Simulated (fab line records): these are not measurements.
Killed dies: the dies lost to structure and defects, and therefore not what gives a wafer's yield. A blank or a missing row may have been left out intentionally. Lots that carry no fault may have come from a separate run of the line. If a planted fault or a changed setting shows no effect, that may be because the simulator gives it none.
The tool behind it: which one? / flow berkeleyCmos170 / 42 wafers from 14 lots sampled at 3 of the route's 331 steps

## WHAT THE GAUGES SHOWED, per wafer
UCB170_NWELL_OVL_MEAS_12. Usual: NWELL_OVL 0 nm, standard deviation 6.2.
lot=L184; measured=day 2 14:39; on=overlay-02; NWELL_OVL (nm)=-1 2 -8; flag=
lot=L185; measured=day 2 20:07; on=overlay-02; NWELL_OVL (nm)=6 -4 4; flag=
lot=L187; measured=day 3 04:11; on=overlay-02; NWELL_OVL (nm)=5 0 2; flag=
lot=L186; measured=day 3 04:17; on=overlay-01; NWELL_OVL (nm)=-2 8 1; flag=
lot=L188; measured=day 3 08:14; on=overlay-01; NWELL_OVL (nm)=-6 -6 -3; flag=
lot=L190; measured=day 4 00:35; on=overlay-02; NWELL_OVL (nm)=-5 1 6; flag=
lot=L191; measured=day 4 05:06; on=overlay-02; NWELL_OVL (nm)=2 -6 -5; flag=
lot=L192; measured=day 4 10:15; on=overlay-02; NWELL_OVL (nm)=2 7 4; flag=
lot=L196; measured=day 5 05:07; on=overlay-02; NWELL_OVL (nm)=5 9 -1; flag=
lot=L197; measured=day 5 11:14; on=overlay-02; NWELL_OVL (nm)=2 -7 1; flag=
lot=L203; measured=day 6 14:34; on=overlay-01; NWELL_OVL (nm)=-5 -6 5; flag=
lot=L204; measured=day 6 14:49; on=overlay-02; NWELL_OVL (nm)=1 5 8; flag=
lot=L205; measured=day 7 09:19; on=overlay-02; NWELL_OVL (nm)=-3 -11 -3; flag=
lot=L206; measured=day 7 09:58; on=overlay-01; NWELL_OVL (nm)=0 -2 4; flag=

UCB170_PWELL_THK_MEAS_06. Usual: PWELL_NITRIDE_THK 219.9 nm, standard deviation 2.1.
lot=L184; measured=day 3 06:05; on=filmMetro-01; PWELL_NITRIDE_THK (nm)=221.8 221.2 220.6; flag=
lot=L185; measured=day 3 11:24; on=filmMetro-03; PWELL_NITRIDE_THK (nm)=217.6 219.1 218.6; flag=
lot=L187; measured=day 3 22:40; on=filmMetro-04; PWELL_NITRIDE_THK (nm)=217.8 218.1 217.8; flag=
lot=L186; measured=day 3 22:40; on=filmMetro-01; PWELL_NITRIDE_THK (nm)=222.6 222.4 221.7; flag=
lot=L188; measured=day 3 22:40; on=filmMetro-03; PWELL_NITRIDE_THK (nm)=220.1 218.5 218.6; flag=
lot=L190; measured=day 4 21:19; on=filmMetro-01; PWELL_NITRIDE_THK (nm)=217.5 217.5 216.9; flag=
lot=L191; measured=day 4 21:19; on=filmMetro-04; PWELL_NITRIDE_THK (nm)=223.2 222.9 224.2; flag=
lot=L192; measured=day 5 02:00; on=filmMetro-04; PWELL_NITRIDE_THK (nm)=219.6 219.5 218.5; flag=
lot=L196; measured=day 6 00:01; on=filmMetro-01; PWELL_NITRIDE_THK (nm)=215.7 217.4 214.8; flag=
lot=L197; measured=day 6 08:53; on=filmMetro-03; PWELL_NITRIDE_THK (nm)=219.9 221.8 220.5; flag=
lot=L203; measured=day 7 09:40; on=filmMetro-04; PWELL_NITRIDE_THK (nm)=220.5 221.1 221.8; flag=
lot=L204; measured=day 7 09:40; on=filmMetro-01; PWELL_NITRIDE_THK (nm)=218.7 218.4 219.0; flag=
lot=L205; measured=day 8 02:24; on=filmMetro-03; PWELL_NITRIDE_THK (nm)=222.5 222.1 221.3; flag=
lot=L206; measured=day 8 02:22; on=filmMetro-04; PWELL_NITRIDE_THK (nm)=223.3 223.7 223.3; flag=

## TOOL THAT RAN EACH LOT (tool first, then ch and the chambers of the sampled wafers, then the start)
lot=L184; UCB170_NWELL_STRIP_15=plasmaAsher-03 ch 0,1, day 2 14:56
lot=L185; UCB170_NWELL_STRIP_15=plasmaAsher-03 ch 1, day 2 20:24
lot=L187; UCB170_NWELL_STRIP_15=plasmaAsher-03 ch 0,1, day 3 04:28
lot=L186; UCB170_NWELL_STRIP_15=plasmaAsher-04 ch 0,1, day 3 04:35
lot=L188; UCB170_NWELL_STRIP_15=plasmaAsher-03 ch 0,1, day 3 08:31
lot=L190; UCB170_NWELL_STRIP_15=plasmaAsher-04 ch 0,1, day 4 00:52
lot=L191; UCB170_NWELL_STRIP_15=plasmaAsher-03 ch 0,1, day 4 05:23
lot=L192; UCB170_NWELL_STRIP_15=plasmaAsher-03 ch 0, day 4 10:32
lot=L196; UCB170_NWELL_STRIP_15=plasmaAsher-03 ch 0,1, day 5 05:24
lot=L197; UCB170_NWELL_STRIP_15=plasmaAsher-01 ch 0,1, day 5 11:33
lot=L203; UCB170_NWELL_STRIP_15=plasmaAsher-01 ch 0,1, day 6 14:51
lot=L204; UCB170_NWELL_STRIP_15=plasmaAsher-04 ch 0,1, day 6 15:07
lot=L205; UCB170_NWELL_STRIP_15=plasmaAsher-04 ch 0,1, day 7 09:38
lot=L206; UCB170_NWELL_STRIP_15=plasmaAsher-01 ch 0,1, day 7 10:15
- UCB170_NWELL_STRIP_15: strips in O2.

## WHAT THE TOOLS THEMSELVES READ (means of the sampled wafers that have a number; where no wafer has one, the mark that the record gives instead)
UCB170_NWELL_STRIP_15. Usual: drypumpMotorCurrentA 5.67 A, standard deviation 0.24; oesProductAu 0.721 a.u., standard deviation 0.0048; stripTimeToEndpointS 18.03 s, standard deviation 0.082.
lot=L184; tool=plasmaAsher-03; drypumpMotorCurrentA (A)=5.60; oesProductAu (a.u.)=0.723; stripTimeToEndpointS (s)=17.98; flag=
lot=L185; tool=plasmaAsher-03; drypumpMotorCurrentA (A)=5.56; oesProductAu (a.u.)=0.725; stripTimeToEndpointS (s)=17.97; flag=
lot=L187; tool=plasmaAsher-03; drypumpMotorCurrentA (A)=5.59; oesProductAu (a.u.)=0.721; stripTimeToEndpointS (s)=17.93; flag=
lot=L186; tool=plasmaAsher-04; drypumpMotorCurrentA (A)=5.93; oesProductAu (a.u.)=0.715; stripTimeToEndpointS (s)=18.05; flag=
lot=L188; tool=plasmaAsher-03; drypumpMotorCurrentA (A)=5.59; oesProductAu (a.u.)=0.720; stripTimeToEndpointS (s)=18.05; flag=
lot=L190; tool=plasmaAsher-04; drypumpMotorCurrentA (A)=5.78; oesProductAu (a.u.)=0.720; stripTimeToEndpointS (s)=17.95; flag=
lot=L191; tool=plasmaAsher-03; drypumpMotorCurrentA (A)=5.59; oesProductAu (a.u.)=0.723; stripTimeToEndpointS (s)=17.98; flag=
lot=L192; tool=plasmaAsher-03; drypumpMotorCurrentA (A)=5.60; oesProductAu (a.u.)=0.716; stripTimeToEndpointS (s)=17.99; flag=
lot=L196; tool=plasmaAsher-03; drypumpMotorCurrentA (A)=5.59; oesProductAu (a.u.)=0.717; stripTimeToEndpointS (s)=18.08; flag=
lot=L197; tool=plasmaAsher-01; drypumpMotorCurrentA (A)=5.55; oesProductAu (a.u.)=0.719; stripTimeToEndpointS (s)=18.10; flag=
lot=L203; tool=plasmaAsher-01; drypumpMotorCurrentA (A)=5.78; oesProductAu (a.u.)=0.722; stripTimeToEndpointS (s)=18.05; flag=
lot=L204; tool=plasmaAsher-04; drypumpMotorCurrentA (A)=5.92; oesProductAu (a.u.)=0.721; stripTimeToEndpointS (s)=18.01; flag=
lot=L205; tool=plasmaAsher-04; drypumpMotorCurrentA (A)=5.92; oesProductAu (a.u.)=0.723; stripTimeToEndpointS (s)=18.11; flag=
lot=L206; tool=plasmaAsher-01; drypumpMotorCurrentA (A)=5.56; oesProductAu (a.u.)=0.726; stripTimeToEndpointS (s)=18.08; flag=

## THE ANSWER, worked out from the rows above alone
Rule: lot off if the mean of its wafers having a number is beyond 3 standard deviations from the usual mean. Also off: a lot with no number at a reading for which 4 or more lots have one. All remaining lots with rows at the step are treated as sound. First the gauges in route order, then the tools' own readings, where a lot's mean is used as printed above. At the first step where some lot is off, the reading lying furthest off is the one used; lots without a number count as furthest.
None of the lots is off at any reading shown; this tells nothing.

## WHAT WAS PUT IN BY THE SIMULATOR
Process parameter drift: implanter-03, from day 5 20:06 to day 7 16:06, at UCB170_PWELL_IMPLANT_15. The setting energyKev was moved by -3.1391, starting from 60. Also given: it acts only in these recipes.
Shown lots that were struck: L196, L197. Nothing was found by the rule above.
